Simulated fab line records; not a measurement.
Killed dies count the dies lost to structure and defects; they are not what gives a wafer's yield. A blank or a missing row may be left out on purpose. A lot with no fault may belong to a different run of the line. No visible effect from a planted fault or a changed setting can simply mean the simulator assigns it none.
Split-lot study    flow rit-cmos    23 wafers read across 5 lots, on a route 202 steps long

ABOUT THE SPLIT
At RIT_NSD_IMPLANT_08, the setting energy-kev was moved away from the recipe's 25 on 9 of the 23 wafers read, by -2.4% to +3.5%. All remaining wafers had this setting at the recipe value.

Reading taken at the split's own step.

THE READING
In nm, at RIT_NSD_IMPLANT_08: implant.drp-nm, which is the simulator's own figure and was read by no gauge. The file gives no usual value for it.

wafer   tool, chamber at the split  energy-kev as run  against the recipe  implant.drp-nm, nm  against lot-mates on the recipe
L075.1  implanter-03, 0             25                 recipe              14.84               -
L075.2  implanter-03, 0             25                 recipe              14.84               -
L075.4  implanter-03, 0             25                 recipe              14.84               -
L075.5  implanter-03, 0             25                 recipe              14.84               -
L075.6  implanter-03, 0             25                 recipe              14.84               -
L080.1  implanter-02, 0             25.43              +1.7%               14.99               +0.15
L080.5  implanter-02, 0             25.43              +1.7%               14.99               +0.15
L080.6  implanter-02, 0             25.43              +1.7%               14.99               +0.15
L080.2  implanter-02, 0             25                 recipe              14.84               -
L080.3  implanter-02, 0             25                 recipe              14.84               -
L081.1  implanter-03, 0             25                 recipe              14.84               -
L081.6  implanter-03, 0             25                 recipe              14.84               -
L081.2  implanter-03, 0             24.39              -2.4%               14.62               -0.22
L081.4  implanter-03, 0             24.39              -2.4%               14.62               -0.22
L081.5  implanter-03, 0             24.39              -2.4%               14.62               -0.22
L084.1  implanter-03, 0             25.88              +3.5%               15.15               +0.31
L084.3  implanter-03, 0             25.88              +3.5%               15.15               +0.31
L084.6  implanter-03, 0             25.88              +3.5%               15.15               +0.31
L084.4  implanter-03, 0             25                 recipe              14.84               -
L084.5  implanter-03, 0             25                 recipe              14.84               -
L085.3  implanter-03, 0             25                 recipe              14.84               -
L085.4  implanter-03, 0             25                 recipe              14.84               -
L085.5  implanter-03, 0             25                 recipe              14.84               -

THE FIT
A straight line over all 23 wafers: implant.drp-nm changes by +0.0887 nm for each +1% of energy-kev; r = +1.00; the points scatter about the line by 0.0015 nm.
The same after taking each lot's own level away (the mean of its wafers on the recipe; 23 wafers): +0.0887 nm for each +1%; r = +1.00; scatter 0.0015 nm.
That fit puts the effect of the largest move of energy-kev on the reading at 0.31 nm.
The lots' own levels span 14.840 to 14.840 nm.
Consequently the slope shifts little with the lot-to-lot level, the two slopes agreeing.
Check: +0.311 nm against its lot-mates is what the line predicts for one of the wafers moved furthest among these (+3.5%) when that wafer is left out of the fit. Against them it came out at +0.31 nm.

OTHER SPLITS APPLIED TO THESE WAFERS
Before the reading, these wafers also passed through other splits. Each is held against what the fit with the lots' levels taken away leaves over:
other split on the same wafers     wafers away from the commonest value  r with implant.drp-nm (lot level and that fit taken away)
RIT_ACTIVE_OXIDATION_01 ox-time-s  10                                    -0.33
RIT_FOX2_OXIDATION_00 ox-time-s    15                                    +0.03
RIT_NWELL_COAT_01 spin-rpm         12                                    +0.14
RIT_NRETRO_IMPLANT_08 energy-kev   8                                     -0.23
RIT_GATE_CLEAN_02 time-s           18                                    -0.02
RIT_NLDD_IMPLANT_08 energy-kev     10                                    +0.04
RIT_PLDD_IMPLANT_08 energy-kev     9                                     +0.10

FILE'S OWN FIT
implant.drp-nm changes by +0.0892 nm for each +1% of energy-kev, r = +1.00.
